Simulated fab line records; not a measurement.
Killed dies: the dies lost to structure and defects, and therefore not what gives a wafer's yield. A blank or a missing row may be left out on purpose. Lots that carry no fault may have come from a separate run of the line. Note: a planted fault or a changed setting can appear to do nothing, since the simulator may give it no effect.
fab line records	flow rit_cmos
record: lots: 13	wafers: 39	last_day: 8
route steps=202 shown NWELL@37 NRETRO@63 PRETRO@74 SPACER@129 NSD@141
lots that met no fault: from a run of the same line without faults
start_h: start of the lot's first displayed wafer, in hours after the record's first day	wait_h: hours from the lot's prior step to this one	" same as the row above	L1.1+2: one row covering several wafers at once	- either no value or no given start	* or withheld: withheld	< > ~ a bound
route shown NAME@n: names a module that has steps shown in the file, with the first one's number in the route	usual: average and standard deviation across the fault-free wafers	same: alike in all rows	chamber/n: place in a boat	sites: each site's reading	_std_site: the standard deviation of these	_edge_site: inner sites' mean taken away from outer sites' mean	radius_mm: how far each site lies from the wafer's centre	mask NAME#n: copy n	behind: the most recent tool/chamber to have shaped the wafer	hold: why the lot went on hold/how many hours it stayed there/how the hold came to an end	device: transistor that didn't switch, given as n, p or np	end of line: at the end of the route, the tests of the same wafers	step lacking rows: just its recipe	killed: at the first sort, the dies lost to defects and structure; wafer yield is something else	map: shows each die of a wafer: x if killed, . if not, _ if none is there
set.NAME: setting as actually run; set.NAME@STEP: the setting as run at that earlier step	model.NAME: the simulator's own value behind a step, which no gauge read
one table for each step of the route and one row for each wafer, over a sample of lots
services: when a tool's chamber went out of use (start_h, in hours from the record's first day, below 0 if earlier), for how many hours, and the reason
== steps ==
step: RIT_NWELL_STRIP_09
recipe: chemistry: O2	time_s: 180	resist: NOVOLAK	platen_temp_c: withheld	power_w: 500	pressure_mtorr: 4000	o2_flow_sccm: 4000
usual: drypump_motor_current_A: 5.46/0.3	run_length_s: 208.5/0.44
lot.wafer	tool	chamber	start_h	wait_h	drypump_motor_current_A	rf_hours_counter_h	run_length_s
L479.4	plasma_asher-04	1	24.78	0.1	5.38	-	207.6
L479.5	"	0	"	"	5.21	-	208.8
L479.6	"	1	"	"	5.36	-	207.7
L480.2	plasma_asher-03	0	28.19	0.1	6.24	39	208.1
L480.4	"	0	"	"	6.25	-	208.0
L480.6	"	0	"	"	6.25	-	207.9
L481.3	plasma_asher-01	1	30.90	0.1	5.25	-	208.5
L481.5	"	1	"	"	5.26	-	208.4
L481.6	"	0	"	"	5.76	-	208.4
L482.2	plasma_asher-01	0	37.19	0.1	5.73	37	209.0
L482.3	"	1	"	"	5.27	-	208.6
L482.6	"	0	"	"	5.77	-	208.5
L483.1	plasma_asher-01	1	42.67	0.1	5.27	37	208.5
L483.4	"	1	"	"	5.27	-	208.6
L483.5	"	1	"	"	5.26	-	208.9
L484.3	plasma_asher-01	1	45.82	0.1	5.28	-	208.7
L484.5	"	0	"	"	5.72	-	208.6
L484.6	"	1	"	"	5.27	-	208.5
L486.2	plasma_asher-04	0	57.37	0.1	5.20	28	209.4
L486.5	"	1	"	"	5.33	-	207.8
L486.6	"	0	"	"	5.21	-	209.0
L488.3	plasma_asher-04	1	66.44	0.1	5.35	-	208.3
L488.4	"	0	"	"	5.21	-	209.0
L488.5	"	1	"	"	5.37	-	208.5
L489.2	plasma_asher-01	1	70.58	0.1	5.27	41	208.6
L489.3	"	1	"	"	5.27	-	208.5
L489.5	"	0	"	"	5.77	-	208.8
L490.2	plasma_asher-01	1	78.07	0.1	5.27	42	208.6
L490.5	"	0	"	"	5.72	-	208.7
L490.6	"	1	"	"	5.27	-	208.7
L493.3	plasma_asher-01	0	91.18	0.1	5.74	-	72.0
L493.5	"	0	"	"	5.73	-	72.1
L493.6	"	1	"	"	5.27	-	72.2
L494.1	plasma_asher-04	0	97.86	0.1	5.22	33	209.1
L494.2	"	1	"	"	5.36	33	208.0
L494.5	"	0	"	"	5.21	-	208.9
L502.2	plasma_asher-01	0	149.90	0.1	5.73	49	208.4
L502.3	"	1	"	"	5.26	-	208.6
L502.4	"	0	"	"	5.74	-	208.4
step: RIT_NRETRO_TW_MEAS_10
usual: NRETRO_TW: 1059/4.7
lot.wafer	tool	chamber	start_h	wait_h	NRETRO_TW
L479.4	film_metro-01	-	34.06	0.1	1052
L479.5	"	-	"	"	1060
L479.6	"	-	"	"	1051
L480.2	film_metro-04	-	36.95	0.1	1057
L480.4	"	-	"	"	1063
L480.6	"	-	"	"	1063
L481.3	film_metro-04	-	40.43	0.1	1057
L481.5	"	-	"	"	1063
L481.6	"	-	"	"	1057
L482.2	film_metro-04	-	45.85	0.1	1059
L482.3	"	-	"	"	1054
L482.6	"	-	"	"	1063
L483.1	film_metro-04	-	51.41	0.1	1064
L483.4	"	-	"	"	1061
L483.5	"	-	"	"	1062
L484.3	film_metro-02	-	54.68	0.1	1062
L484.5	"	-	"	"	1057
L484.6	"	-	"	"	1058
L486.2	film_metro-02	-	66.76	0.1	1063
L486.5	"	-	"	"	1064
L486.6	"	-	"	"	1053
L488.3	film_metro-02	-	75.16	0.1	1065
L488.4	"	-	"	"	1057
L488.5	"	-	"	"	1056
L489.2	film_metro-01	-	80.31	0.1	1056
L489.3	"	-	"	"	1056
L489.5	"	-	"	"	1052
L490.2	film_metro-01	-	86.88	0.1	1056
L490.5	"	-	"	"	1053
L490.6	"	-	"	"	1055
L493.3	film_metro-01	-	100.24	0.1	31
L493.5	"	-	"	"	31
L493.6	"	-	"	"	31
L494.1	film_metro-04	-	106.63	0.1	1061
L494.2	"	-	"	"	1064
L494.5	"	-	"	"	1065
L502.2	film_metro-02	-	164.02	0.1	1061
L502.3	"	-	"	"	1068
L502.4	"	-	"	"	1065
step: RIT_PRETRO_TW_MEAS_10
usual: PRETRO_TW: 476.7/2.6
lot.wafer	tool	chamber	start_h	wait_h	PRETRO_TW
L479.4	film_metro-03	-	35.61	0.1	477.6
L479.5	"	-	"	"	477.7
L479.6	"	-	"	"	478.5
L480.2	film_metro-02	-	38.62	0.1	474.2
L480.4	"	-	"	"	475.5
L480.6	"	-	"	"	479.4
L481.3	film_metro-02	-	41.98	0.1	478.2
L481.5	"	-	"	"	475.5
L481.6	"	-	"	"	477.0
L482.2	film_metro-03	-	47.53	0.1	473.5
L482.3	"	-	"	"	477.6
L482.6	"	-	"	"	476.3
L483.1	film_metro-02	-	52.96	0.1	480.5
L483.4	"	-	"	"	481.6
L483.5	"	-	"	"	480.5
L484.3	film_metro-01	-	56.35	0.1	477.3
L484.5	"	-	"	"	476.4
L484.6	"	-	"	"	475.5
L486.2	film_metro-01	-	68.35	0.1	475.6
L486.5	"	-	"	"	478.1
L486.6	"	-	"	"	476.3
L488.3	film_metro-03	-	76.71	0.1	476.3
L488.4	"	-	"	"	471.3
L488.5	"	-	"	"	473.6
L489.2	film_metro-03	-	81.99	0.1	474.9
L489.3	"	-	"	"	475.9
L489.5	"	-	"	"	476.4
L490.2	film_metro-03	-	89.00	0.1	475.0
L490.5	"	-	"	"	477.1
L490.6	"	-	"	"	476.2
L493.3	film_metro-03	-	101.91	0.1	59.3
L493.5	"	-	"	"	57.0
L493.6	"	-	"	"	58.4
L494.1	film_metro-03	-	108.30	0.1	475.6
L494.2	"	-	"	"	476.8
L494.5	"	-	"	"	475.6
L502.2	film_metro-01	-	165.70	0.1	476.7
L502.3	"	-	"	"	472.7
L502.4	"	-	"	"	475.2
step: RIT_SPACER_THK_MEAS_04
recipe: reads: Si3N4_of_SPACER_CVD_03
usual: SPACER_NITRIDE_THK: 249.4/2.1
lot.wafer	tool	chamber	start_h	wait_h	SPACER_NITRIDE_THK[nm]
L479.4	film_metro-02	-	49.97	0.0	249.2
L479.5	"	-	"	"	249.4
L479.6	"	-	"	"	251.0
L480.2	film_metro-02	-	52.26	0.0	247.1
L480.4	"	-	"	"	248.5
L480.6	"	-	"	"	245.9
L481.3	film_metro-02	-	57.60	0.0	249.3
L481.5	"	-	"	"	247.8
L481.6	"	-	"	"	251.1
L482.2	film_metro-02	-	62.94	0.0	244.6
L482.3	"	-	"	"	245.7
L482.6	"	-	"	"	244.3
L483.1	film_metro-03	-	66.50	0.0	249.6
L483.4	"	-	"	"	251.6
L483.5	"	-	"	"	250.6
L484.3	film_metro-01	-	70.47	0.0	248.5
L484.5	"	-	"	"	248.7
L484.6	"	-	"	"	249.4
L486.2	film_metro-02	-	85.42	0.0	253.2
L486.5	"	-	"	"	250.2
L486.6	"	-	"	"	251.0
L488.3	film_metro-03	-	91.29	0.0	249.6
L488.4	"	-	"	"	251.0
L488.5	"	-	"	"	249.7
L489.2	film_metro-01	-	98.22	0.0	250.0
L489.3	"	-	"	"	251.8
L489.5	"	-	"	"	248.2
L490.2	film_metro-03	-	107.24	0.0	251.5
L490.5	"	-	"	"	251.9
L490.6	"	-	"	"	253.5
L493.3	film_metro-01	-	116.99	0.0	247.5
L493.5	"	-	"	"	248.0
L493.6	"	-	"	"	245.1
L494.1	film_metro-01	-	123.04	0.0	249.5
L494.2	"	-	"	"	249.2
L494.5	"	-	"	"	247.7
L502.2	film_metro-03	-	188.34	0.0	250.7
L502.3	"	-	"	"	250.5
L502.4	"	-	"	"	250.6
step: RIT_SPACER_ETCHBACK_05
recipe: target_depth_a: 2500	SF6_flow_sccm: 30	CHF3_flow_sccm: 30	target: Si3N4	chemistry: SF6/CHF3	pressure_mtorr: 40	rf_w: 250	time_s: 240	stop_on: SiO2
usual: drypump_motor_current_A: 5.7/0.47	oes_product_au: 0.845/0.014	throttle_valve_pct: 10.29/0.14
lot.wafer	tool	chamber	start_h	wait_h	drypump_motor_current_A	oes_product_au	rf_hours_counter_h	throttle_valve_pct
L479.4	rie_diel-03	2	50.00	0.0	5.8	0.843	43	10.25
L479.5	"	3	"	"	5.3	0.858	-	10.21
L479.6	"	0	"	"	4.9	0.832	-	10.38
L480.2	rie_diel-04	3	52.31	0.0	6.1	0.849	163	10.36
L480.4	"	0	"	"	6.4	0.847	75	10.24
L480.6	"	2	"	"	5.3	0.855	-	10.14
L481.3	rie_diel-03	0	57.64	0.0	4.9	0.831	39	10.37
L481.5	"	0	"	"	4.9	0.828	-	10.38
L481.6	"	3	"	"	5.2	0.855	-	10.19
L482.2	rie_diel-01	3	62.99	0.0	5.7	0.820	22	10.05
L482.3	"	1	"	"	5.6	0.813	85	10.10
L482.6	"	1	"	"	5.6	0.811	-	10.11
L483.1	rie_diel-04	3	66.56	0.1	6.1	0.867	163	10.38
L483.4	"	2	"	"	5.3	0.873	155	10.13
L483.5	"	1	"	"	5.7	0.849	-	10.56
L484.3	rie_diel-03	2	70.51	0.0	5.8	0.841	43	10.28
L484.5	"	2	"	"	5.8	0.842	-	10.27
L484.6	"	1	"	"	5.6	0.861	-	10.15
L486.2	rie_diel-03	0	85.47	0.0	4.9	0.847	40	10.39
L486.5	"	2	"	"	5.8	0.842	-	10.26
L486.6	"	1	"	"	5.6	0.862	-	10.15
L488.3	rie_diel-04	0	91.33	0.0	6.4	0.856	75	10.25
L488.4	"	3	"	"	6.2	0.867	-	10.38
L488.5	"	1	"	"	5.7	0.846	-	10.54
L489.2	rie_diel-04	0	98.27	0.0	6.4	0.852	75	10.26
L489.3	"	1	"	"	5.7	0.846	49	10.55
L489.5	"	1	"	"	5.7	0.845	-	10.55
L490.2	rie_diel-03	2	107.29	0.0	5.8	0.853	44	10.27
L490.5	"	3	"	"	5.3	0.857	-	10.19
L490.6	"	0	"	"	4.9	0.831	-	10.38
L493.3	rie_diel-04	1	117.03	0.0	5.7	0.832	49	10.56
L493.5	"	1	"	"	5.7	0.833	-	10.53
L493.6	"	0	"	"	6.5	0.839	-	10.23
L494.1	rie_diel-04	1	123.10	0.1	5.7	0.847	49	10.55
L494.2	"	0	"	"	6.4	0.842	76	10.25
L494.5	"	3	"	"	6.1	0.816	-	10.42
L502.2	rie_diel-03	2	188.39	0.0	5.8	0.842	45	10.29
L502.3	"	0	"	"	4.9	0.835	42	10.37
L502.4	"	1	"	"	5.5	0.873	3	10.16
step: RIT_NSD_TW_MEAS_10
usual: NSD_TW: 3135/17
lot.wafer	tool	chamber	start_h	wait_h	NSD_TW
L479.4	film_metro-01	-	51.66	0.1	3121
L479.5	"	-	"	"	3107
L479.6	"	-	"	"	3123
L480.2	film_metro-01	-	53.94	0.1	3130
L480.4	"	-	"	"	3119
L480.6	"	-	"	"	3136
L481.3	film_metro-01	-	59.24	0.1	3124
L481.5	"	-	"	"	3122
L481.6	"	-	"	"	3127
L482.2	film_metro-02	-	64.69	0.1	3139
L482.3	"	-	"	"	3138
L482.6	"	-	"	"	3153
L483.1	film_metro-02	-	68.45	0.1	3145
L483.4	"	-	"	"	3150
L483.5	"	-	"	"	3159
L484.3	film_metro-02	-	72.17	0.1	3138
L484.5	"	-	"	"	3145
L484.6	"	-	"	"	3148
L486.2	film_metro-02	-	86.99	0.1	3153
L486.5	"	-	"	"	3145
L486.6	"	-	"	"	3141
L488.3	film_metro-04	-	92.98	0.1	3125
L488.4	"	-	"	"	3140
L488.5	"	-	"	"	3133
L489.2	film_metro-01	-	99.92	0.1	3123
L489.3	"	-	"	"	3115
L489.5	"	-	"	"	3105
L490.2	film_metro-01	-	108.91	0.1	3099
L490.5	"	-	"	"	3117
L490.6	"	-	"	"	3101
L493.3	film_metro-04	-	118.67	0.1	3142
L493.5	"	-	"	"	3152
L493.6	"	-	"	"	3148
L494.1	film_metro-02	-	124.73	0.1	3131
L494.2	"	-	"	"	3136
L494.5	"	-	"	"	3130
L502.2	film_metro-04	-	190.28	0.1	3151
L502.3	"	-	"	"	3167
L502.4	"	-	"	"	3141
== services ==
tool	chamber	start_h	hours	kind
rie_diel-01	0	10.23	9.4	repair
rie_diel-03	1	32.00	3.4	repair
rie_diel-03	-	32.82	0.6	repair
plasma_asher-03	-	41.29	28.1	pm
rie_diel-04	-	65.71	0.7	repair
rie_diel-04	3	73.20	16.0	repair
rie_diel-04	0	78.92	4.7	repair
rie_diel-03	0	82.53	1.4	repair
rie_diel-04	2	86.52	12.9	repair
rie_diel-04	3	99.46	-	clean
rie_diel-04	3	99.46	18.5	scheduled_down
rie_diel-04	3	99.46	18.5	vent_cycle
plasma_asher-03	-	102.36	0.6	repair
rie_diel-04	2	118.29	-	clean
rie_diel-04	2	118.29	17.4	scheduled_down
rie_diel-04	2	118.29	17.4	vent_cycle
rie_diel-01	2	135.91	7.5	repair
plasma_asher-04	-	142.29	2.6	repair
rie_diel-03	-	182.46	1.1	repair
== key ==
first_sign: step: RIT_NWELL_STRIP_09	reading: run_length_s	direction: down	sigmas: 99+	usual: *	struck: *
effect: step: RIT_NRETRO_TW_MEAS_10	reading: NRETRO_TW	direction: down	sigmas: 99+	usual: 1059	struck: 31
effect: step: RIT_PRETRO_TW_MEAS_10	reading: PRETRO_TW	direction: down	sigmas: 99+	usual: 476.7	struck: 58.3
met_at RIT_NWELL_STRIP_09
struck_lots L493
sort_left_out L493.3,L493.5,L493.6
tester_left_out L493
not_acting_at RIT_SPACER_THK_MEAS_04,RIT_SPACER_ETCHBACK_05,RIT_NSD_TW_MEAS_10
onset_between 78.07 91.18
fault: kind: strip_aborted	tool: plasma_asher-01	chamber: -	onset_h: 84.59	steps: RIT_NWELL_STRIP_09	offset: 0.6	end_h: 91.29
tester_left_out: of these lots the tester's yield and bins aren't shown, on N5 and GAA mostly nor the transistor test; their killed dies are dies lost to structure and defects alone, not to doping, threshold or leakage, so they don't give the yield
sort_left_out: the simulated sort isn't trusted on such a fault, so these wafers' sort isn't shown, and their yield isn't known
